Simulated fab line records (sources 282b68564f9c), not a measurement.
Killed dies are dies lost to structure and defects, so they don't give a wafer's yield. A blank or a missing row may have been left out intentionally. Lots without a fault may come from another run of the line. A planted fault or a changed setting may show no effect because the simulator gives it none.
fab line records	flow ritCmos
[record] lots = 6	wafers = 18	lastDay = 7
route steps=202 shown SPACER@127 NSD@131 PSD@142 SDANNEAL@153
lots that met no fault: from a run of the same line without faults
startH: the number of hours between the record's first day and the start of the first shown wafer of the lot	waitH: hours since the lot's step before	" the same as in the row above	L1.1+2: one row covering several wafers at once	- either no value or no given start	* or withheld: withheld	< > ~ a bound
route shown NAME@n: a module of which the file shows steps, and the number in the route of the first	usual: average and standard deviation across the fault-free wafers	same: alike in all rows	chamber/n: place in a boat	sites: each site's reading	_std_site: standard deviation of those values	_edge_site: the outer-site mean with the inner-site mean subtracted	radiusMm: how far each site lies from the wafer's centre	mask NAME#n: copy n	behind: the most recent tool/chamber to have shaped the wafer	hold: cause of the lot's hold/its duration in hours/its outcome	device: which transistor (n, p or np) failed to switch	end of line: tests of these same wafers at the route's end	where a step has no rows: the recipe by itself	killed: at the first sort, the dies lost to defects and structure; wafer yield is something else	map: per-die view of a wafer (x killed, . not killed, _ where there is no die)
set.NAME: the run value of the setting; set.NAME@STEP: its run value at that earlier step	model.NAME: the simulator's own value behind a step, which no gauge read
lots at some steps of the route; a table a step, a row a wafer
services: when a tool's chamber went out of use (startH, in hours from the record's first day, below 0 if earlier), for how many hours, and the reason
[[steps]]
[step RIT_SPACER_CLEAN_02]
[recipe] chemistry = SC2	mix = 3:3:50	timeS = 600	tempC = 75	dry = n2Spin
[step RIT_SPACER_CVD_03]
[recipe] material = Si3N4	targetThkNm = 250	tempC = 810	precursor = SiH2Cl2/NH3	timeS = 3300	pressureMtorr = 300	sih2cl2FlowSccm = 60	nh3FlowSccm = 150
[step RIT_SPACER_THK_MEAS_04]
[recipe] reads = Si3N4_of_SPACER_CVD_03
[usual] SPACER_NITRIDE_THK = 249.3/2.4
lot.wafer	tool	chamber	startH	waitH	SPACER_NITRIDE_THK[nm]
L375.3	filmMetro-03	-	55.37	0.0	252.6
L375.4	"	-	"	"	249.5
L375.5	"	-	"	"	247.6
L382.3	filmMetro-04	-	86.54	0.0	250.0
L382.4	"	-	"	"	251.6
L382.5	"	-	"	"	250.6
L387.1	filmMetro-03	-	113.17	0.0	250.3
L387.3	"	-	"	"	251.2
L387.6	"	-	"	"	254.1
L388.2	filmMetro-04	-	118.12	0.0	250.2
L388.4	"	-	"	"	250.9
L388.5	"	-	"	"	252.0
L392.1	filmMetro-02	-	136.19	0.0	248.3
L392.3	"	-	"	"	249.6
L392.6	"	-	"	"	246.5
L397.1	filmMetro-04	-	161.28	0.0	247.4
L397.3	"	-	"	"	246.9
L397.5	"	-	"	"	247.1
[step RIT_SPACER_ETCHBACK_05]
[recipe] targetDepthA = 2500	SF6_flow_sccm = 30	CHF3_flow_sccm = 30	target = Si3N4	chemistry = SF6/CHF3	pressureMtorr = 40	rfW = 241.3	timeS = 240	stopOn = SiO2
[usual] drypumpMotorCurrentA = 5.8/0.44	oesProductAu = 0.840/0.013	throttleValvePct = 10.29/0.17
lot.wafer	tool	chamber	startH	waitH	drypumpMotorCurrentA	oesProductAu	rfHoursCounterH	throttleValvePct
L375.3	rieDiel-01	2	55.41	0.0	6.2	0.869	52	10.19
L375.4	"	2	"	"	6.2	0.873	-	10.17
L375.5	"	0	"	"	6.1	0.843	-	10.11
L382.3	rieDiel-01	1	86.58	0.0	5.8	0.838	0	10.30
L382.4	"	2	"	"	6.2	0.877	52	10.19
L382.5	"	3	"	"	5.5	0.847	-	10.25
L387.1	rieDiel-02	1	113.23	0.1	6.5	0.850	4	10.40
L387.3	"	0	"	"	5.2	0.848	27	10.28
L387.6	"	0	"	"	5.2	0.859	-	10.29
L388.2	rieDiel-04	2	118.17	0.0	5.3	0.844	7	10.57
L388.4	"	2	"	"	5.3	0.840	-	10.55
L388.5	"	1	"	"	6.1	0.849	-	10.03
L392.1	rieDiel-02	2	136.25	0.1	5.5	0.831	152	10.36
L392.3	"	3	"	"	6.2	0.833	0	10.41
L392.6	"	0	"	"	5.2	0.844	-	10.30
L397.1	rieDiel-01	3	161.34	0.1	5.5	0.829	6	10.25
L397.3	"	2	"	"	6.2	0.846	54	10.17
L397.5	"	1	"	"	5.8	0.819	-	10.31
[step RIT_NSD_HMDS_00]
[recipe] primeTimeS = 60	primeTempC = 140
[step RIT_NSD_COAT_01]
[recipe] resist = NOVOLAK	spinRpm = 3250	resistThkNm = 1000
[step RIT_NSD_SOFTBAKE_02]
[recipe] resist = NOVOLAK	tempC = 90	timeS = 60
[step RIT_NSD_EXPOSE_03]
[recipe] maskId = M9	na = 0.57	targetCdNm = 40700	doseMj = 250
[step RIT_NSD_PEB_04]
[recipe] resist = NOVOLAK	tempC = withheld	timeS = withheld
[step RIT_NSD_DEVELOP_05]
[recipe] resist = NOVOLAK	developTimeS = 50	devTempC = 23
[step RIT_NSD_OVL_MEAS_06]
[usual] NSD_OVL = 1.3/1.2
lot.wafer	tool	chamber	startH	waitH	NSD_OVL[nm]
L375.3	overlay-01	-	56.42	-	1.1
L375.4	"	-	"	"	2.1
L375.5	"	-	"	"	2.0
L382.3	overlay-01	-	87.71	-	0.8
L382.4	"	-	"	"	2.4
L382.5	"	-	"	"	2.1
L387.1	overlay-02	-	114.23	-	1.6
L387.3	"	-	"	"	3.1
L387.6	"	-	"	"	2.6
L388.2	overlay-01	-	119.34	-	2.5
L388.4	"	-	"	"	3.2
L388.5	"	-	"	"	3.9
L392.1	overlay-02	-	137.37	-	3.0
L392.3	"	-	"	"	3.2
L392.6	"	-	"	"	1.8
L397.1	overlay-01	-	162.34	-	2.5
L397.3	"	-	"	"	1.0
L397.5	"	-	"	"	1.9
[step RIT_NSD_HARDBAKE_07]
[recipe] resist = NOVOLAK	tempC = 140	timeS = 60
[step RIT_NSD_IMPLANT_08]
[recipe] species = P	energyKev = 25	doseCm2 = 1e+15	tiltDeg = 7
[usual] beamEnergyKeV = 25.001/0.0073	beamOnS = 10.00/0.21	endStationPressureTorr = 7.5e-06/4.1e-07
lot.wafer	tool	chamber	startH	waitH	beamEnergyKeV	beamOnS	endStationPressureTorr
L375.3	implanter-01	0	56.64	0.1	25.008	10.51	7.2e-06
L375.4	"	0	"	"	25.012	9.76	7.3e-06
L375.5	"	0	"	"	25.008	10.05	7.4e-06
L382.3	implanter-02	0	87.94	0.1	25.004	9.86	7.4e-06
L382.4	"	0	"	"	25.007	9.86	8.2e-06
L382.5	"	0	"	"	24.995	9.67	7.3e-06
L387.1	implanter-02	-	114.41	0.1	-	-	-
L387.3	"	-	"	"	-	-	-
L387.6	"	-	"	"	-	-	-
L388.2	implanter-02	-	119.54	0.1	-	-	-
L388.4	"	-	"	"	-	-	-
L388.5	"	-	"	"	-	-	-
L392.1	implanter-02	0	137.56	0.1	25.008	10.09	7.2e-06
L392.3	"	0	"	"	25.004	9.70	7.4e-06
L392.6	"	0	"	"	25.011	10.20	7.5e-06
L397.1	implanter-02	0	162.53	0.1	25.000	9.93	7.5e-06
L397.3	"	0	"	"	24.996	10.08	7.6e-06
L397.5	"	0	"	"	24.997	10.05	7.4e-06
[step RIT_NSD_STRIP_09]
[recipe] chemistry = O2	timeS = 180	resist = NOVOLAK	platenTempC = withheld	powerW = 500	pressureMtorr = 4000	o2FlowSccm = 4000
[usual] drypumpMotorCurrentA = 5.5/0.43
lot.wafer	tool	chamber	startH	waitH	drypumpMotorCurrentA	rfHoursCounterH
L375.3	plasmaAsher-01	0	56.80	0.1	4.7	-
L375.4	"	1	"	"	5.2	-
L375.5	"	1	"	"	5.2	-
L382.3	plasmaAsher-03	0	88.10	0.1	5.9	-
L382.4	"	1	"	"	5.9	-
L382.5	"	0	"	"	5.9	-
L387.1	plasmaAsher-03	0	114.56	0.1	5.9	45
L387.3	"	0	"	"	5.9	-
L387.6	"	0	"	"	6.0	-
L388.2	plasmaAsher-03	0	119.67	0.1	6.0	46
L388.4	"	0	"	"	6.0	-
L388.5	"	1	"	"	5.9	-
L392.1	plasmaAsher-03	1	137.71	0.1	5.9	48
L392.3	"	0	"	"	6.0	-
L392.6	"	1	"	"	5.8	-
L397.1	plasmaAsher-03	0	162.68	0.1	5.9	51
L397.3	"	1	"	"	5.9	-
L397.5	"	0	"	"	5.9	-
[step RIT_NSD_TW_MEAS_10]
[usual] NSD_TW = 3135/14
lot.wafer	tool	chamber	startH	waitH	NSD_TW
L375.3	filmMetro-01	-	56.94	0.1	3138
L375.4	"	-	"	"	3122
L375.5	"	-	"	"	3129
L382.3	filmMetro-01	-	88.23	0.1	3126
L382.4	"	-	"	"	3136
L382.5	"	-	"	"	3125
L387.1	filmMetro-03	-	114.74	0.1	30
L387.3	"	-	"	"	30
L387.6	"	-	"	"	30
L388.2	filmMetro-01	-	119.85	0.1	30
L388.4	"	-	"	"	30
L388.5	"	-	"	"	30
L392.1	filmMetro-04	-	137.88	0.1	3152
L392.3	"	-	"	"	3132
L392.6	"	-	"	"	3129
L397.1	filmMetro-03	-	162.85	0.1	3131
L397.3	"	-	"	"	3143
L397.5	"	-	"	"	3127
[step RIT_PSD_HMDS_00]
[recipe] primeTimeS = 60	primeTempC = 139.6
[step RIT_PSD_COAT_01]
[recipe] resist = NOVOLAK	spinRpm = 3250	resistThkNm = 1000
[step RIT_PSD_SOFTBAKE_02]
[recipe] resist = NOVOLAK	tempC = 90	timeS = 60
[step RIT_PSD_EXPOSE_03]
[recipe] maskId = M10	na = 0.57	targetCdNm = 40900	doseMj = 250
[step RIT_PSD_PEB_04]
[recipe] resist = NOVOLAK	tempC = withheld	timeS = withheld
[step RIT_PSD_DEVELOP_05]
[recipe] resist = NOVOLAK	developTimeS = 50	devTempC = 23
[step RIT_PSD_OVL_MEAS_06]
[usual] PSD_OVL = -1.3/1.3
lot.wafer	tool	chamber	startH	waitH	PSD_OVL[nm]
L375.3	overlay-01	-	57.84	-	0.4
L375.4	"	-	"	"	0.2
L375.5	"	-	"	"	-0.1
L382.3	overlay-01	-	89.26	-	-1.1
L382.4	"	-	"	"	-0.5
L382.5	"	-	"	"	-1.5
L387.1	overlay-01	-	115.77	-	-2.0
L387.3	"	-	"	"	-2.9
L387.6	"	-	"	"	-2.5
L388.2	overlay-02	-	120.82	-	-0.4
L388.4	"	-	"	"	-0.8
L388.5	"	-	"	"	-1.7
L392.1	overlay-02	-	138.92	-	0.9
L392.3	"	-	"	"	0.2
L392.6	"	-	"	"	1.7
L397.1	overlay-01	-	163.76	-	0.8
L397.3	"	-	"	"	-0.7
L397.5	"	-	"	"	-1.6
[step RIT_PSD_HARDBAKE_07]
[recipe] resist = NOVOLAK	tempC = 140	timeS = 60
[step RIT_PSD_IMPLANT_08]
[recipe] species = BF2	energyKev = 27	doseCm2 = 5e+15	tiltDeg = 7
[step RIT_PSD_STRIP_09]
[recipe] chemistry = O2	timeS = 180	resist = NOVOLAK	platenTempC = withheld	powerW = 500	pressureMtorr = 4000	o2FlowSccm = 4000
[usual] drypumpMotorCurrentA = 5.78/0.21
lot.wafer	tool	chamber	startH	waitH	drypumpMotorCurrentA	rfHoursCounterH
L375.3	plasmaAsher-03	1	58.22	0.1	5.82	-
L375.4	"	0	"	"	5.93	-
L375.5	"	0	"	"	5.94	-
L382.3	plasmaAsher-03	0	89.64	0.1	5.94	-
L382.4	"	1	"	"	5.83	-
L382.5	"	1	"	"	5.83	-
L387.1	plasmaAsher-04	0	116.11	0.1	5.29	33
L387.3	"	0	"	"	5.31	-
L387.6	"	1	"	"	5.73	-
L388.2	plasmaAsher-03	1	121.30	0.2	5.83	46
L388.4	"	1	"	"	5.83	-
L388.5	"	1	"	"	5.83	-
L392.1	plasmaAsher-03	1	139.25	0.1	5.81	48
L392.3	"	0	"	"	5.94	-
L392.6	"	1	"	"	5.85	-
L397.1	plasmaAsher-03	1	164.10	0.1	5.83	51
L397.3	"	0	"	"	5.95	-
L397.5	"	0	"	"	5.92	-
[step RIT_PSD_TW_MEAS_10]
[usual] PSD_TW = 3439/19
lot.wafer	tool	chamber	startH	waitH	PSD_TW
L375.3	filmMetro-04	-	58.36	0.1	3424
L375.4	"	-	"	"	3418
L375.5	"	-	"	"	3420
L382.3	filmMetro-01	-	89.78	0.1	3404
L382.4	"	-	"	"	3439
L382.5	"	-	"	"	3452
L387.1	filmMetro-03	-	116.28	0.1	3436
L387.3	"	-	"	"	3455
L387.6	"	-	"	"	3451
L388.2	filmMetro-03	-	121.48	0.1	3444
L388.4	"	-	"	"	3443
L388.5	"	-	"	"	3461
L392.1	filmMetro-04	-	139.43	0.1	3429
L392.3	"	-	"	"	3440
L392.6	"	-	"	"	3440
L397.1	filmMetro-04	-	164.27	0.1	3441
L397.3	"	-	"	"	3420
L397.5	"	-	"	"	3426
[step RIT_SDANNEAL_CLEAN_00]
[recipe] chemistry = SC1	mix = 3:3:50	timeS = 600	tempC = 75
[step RIT_SDANNEAL_CLEAN_01]
[recipe] chemistry = dHF	dilution = 50:1	timeS = 31.36
[step RIT_SDANNEAL_CLEAN_02]
[recipe] chemistry = SC2	mix = 3:3:50	timeS = 600	tempC = 75	dry = n2Spin
[step RIT_SDANNEAL_RTA_03]
[recipe] tempC = 1050	timeS = 5	idleTempC = 600	rampUpCPerS = 342	rampDownCPerS = 171	coolToC = 600	ambient = N2
[usual] wafer_temp_C_max = 1053.4/1.1
lot.wafer	tool	chamber	startH	waitH	wafer_temp_C_max
L375.3	rtpAnneal-02	0	58.80	0.0	1052.7
L375.4	"	0	"	"	1054.7
L375.5	"	0	"	"	1054.4
L382.3	rtpAnneal-01	0	90.20	0.0	1053.1
L382.4	"	0	"	"	1053.3
L382.5	"	0	"	"	1054.5
L387.1	rtpAnneal-02	0	116.71	0.0	1054.1
L387.3	"	0	"	"	1053.9
L387.6	"	0	"	"	1051.8
L388.2	rtpAnneal-01	0	121.91	0.0	1053.4
L388.4	"	0	"	"	1054.1
L388.5	"	0	"	"	1053.3
L392.1	rtpAnneal-02	0	140.06	0.0	1057.3
L392.3	"	0	"	"	1051.9
L392.6	"	0	"	"	1054.9
L397.1	rtpAnneal-02	0	165.05	0.0	1053.3
L397.3	"	0	"	"	1052.7
L397.5	"	0	"	"	1054.3
[step RIT_SDANNEAL_RS_MEAS_04]
[recipe] thkMeasGauge = four-point-probe
[usual] PSD_RS = 115.93/0.24
lot.wafer	tool	chamber	startH	waitH	PSD_RS[ohm/sq]
L375.3	filmMetro-04	-	58.88	0.1	116.32
L375.4	"	-	"	"	116.13
L375.5	"	-	"	"	115.80
L382.3	filmMetro-04	-	90.28	0.1	116.09
L382.4	"	-	"	"	115.92
L382.5	"	-	"	"	115.83
L387.1	filmMetro-03	-	116.83	0.1	115.75
L387.3	"	-	"	"	115.75
L387.6	"	-	"	"	115.97
L388.2	filmMetro-01	-	121.98	0.1	116.19
L388.4	"	-	"	"	115.71
L388.5	"	-	"	"	116.20
L392.1	filmMetro-04	-	140.12	0.0	115.95
L392.3	"	-	"	"	115.82
L392.6	"	-	"	"	115.80
L397.1	filmMetro-01	-	165.11	0.0	116.03
L397.3	"	-	"	"	115.87
L397.5	"	-	"	"	116.12
[step RIT_SDANNEAL_RS_MEAS_05]
[recipe] thkMeasGauge = four-point-probe
[usual] NSD_RS = 84.51/0.3
lot.wafer	tool	chamber	startH	waitH	NSD_RS[ohm/sq]
L375.3	filmMetro-04	-	59.00	0.1	84.61
L375.4	"	-	"	"	84.63
L375.5	"	-	"	"	84.89
L382.3	filmMetro-04	-	90.40	0.1	84.87
L382.4	"	-	"	"	84.43
L382.5	"	-	"	"	84.69
L387.1	filmMetro-03	-	116.95	0.1	132.88
L387.3	"	-	"	"	132.99
L387.6	"	-	"	"	132.64
L388.2	filmMetro-01	-	122.10	0.1	132.84
L388.4	"	-	"	"	133.06
L388.5	"	-	"	"	133.18
L392.1	filmMetro-04	-	140.24	0.1	84.22
L392.3	"	-	"	"	84.01
L392.6	"	-	"	"	84.14
L397.1	filmMetro-01	-	165.23	0.1	84.50
L397.3	"	-	"	"	84.67
L397.5	"	-	"	"	84.89
[[services]]
tool	chamber	startH	hours	kind
rieDiel-01	1	32.34	2.6	repair
rieDiel-02	-	39.46	1.9	repair
implanter-02	-	44.78	2.9	repair
implanter-01	-	45.25	0.9	repair
rieDiel-04	1	46.52	11.5	repair
rieDiel-01	1	50.16	-	clean
rieDiel-01	1	50.16	19.1	scheduledDown
rieDiel-01	1	50.16	19.1	ventCycle
rieDiel-04	1	58.94	12.4	repair
rieDiel-01	-	60.98	4.1	repair
rieDiel-04	3	63.48	12.8	repair
rieDiel-01	-	67.61	0.7	repair
rieDiel-02	-	71.46	2.8	pm
implanter-02	-	73.58	2.8	pm
rieDiel-04	2	78.94	5.8	repair
rieDiel-04	3	114.91	13.8	repair
rieDiel-04	0	123.08	3.4	repair
rieDiel-02	2	126.91	3.8	repair
implanter-02	-	127.50	3.1	repair
rtpAnneal-01	-	130.25	1.1	pm
implanter-02	-	130.94	1.5	repair
rieDiel-01	0	146.91	-	clean
rtpAnneal-01	-	152.92	5.1	pm
rieDiel-04	2	154.73	7.5	repair
[[key]]
[firstSign] step = RIT_NSD_IMPLANT_08	reading = toolRecord	direction = missing
[effect] step = RIT_NSD_TW_MEAS_10	reading = NSD_TW	direction = down	sigmas = 99+	usual = 3135	struck = 30
[effect] step = RIT_SDANNEAL_RS_MEAS_05	reading = NSD_RS	direction = up	sigmas = 99+	usual = 84.51	struck = 132.93
metAt RIT_NSD_IMPLANT_08
struckWafers L387.1,L387.3,L387.6,L388.2,L388.4,L388.5
laterRowsLeftOut L387.1,L387.3,L387.6,L388.2,L388.4,L388.5
sortLeftOut L387.1,L387.3,L387.6,L388.2,L388.4,L388.5
testerLeftOut L387,L388
onsetBetween 87.94 114.41
[fault] kind = skippedStepWhole	tool = implanter-02	chamber = -	onsetH = 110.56	steps = RIT_NSD_IMPLANT_08	scope = struckLotsOnly
// testerLeftOut: of these lots the tester's yield and bins aren't shown, on N5 and GAA mostly nor the transistor test; their killed dies are dies lost to structure and defects alone, not to doping, threshold or leakage, so they don't give the yield
// sortLeftOut: the simulated sort isn't trusted on such a fault, so these wafers' sort isn't shown, and their yield isn't known
// laterRowsLeftOut: the simulator's readings of these wafers behind a module that went badly wrong aren't trusted and aren't shown, but for the sort
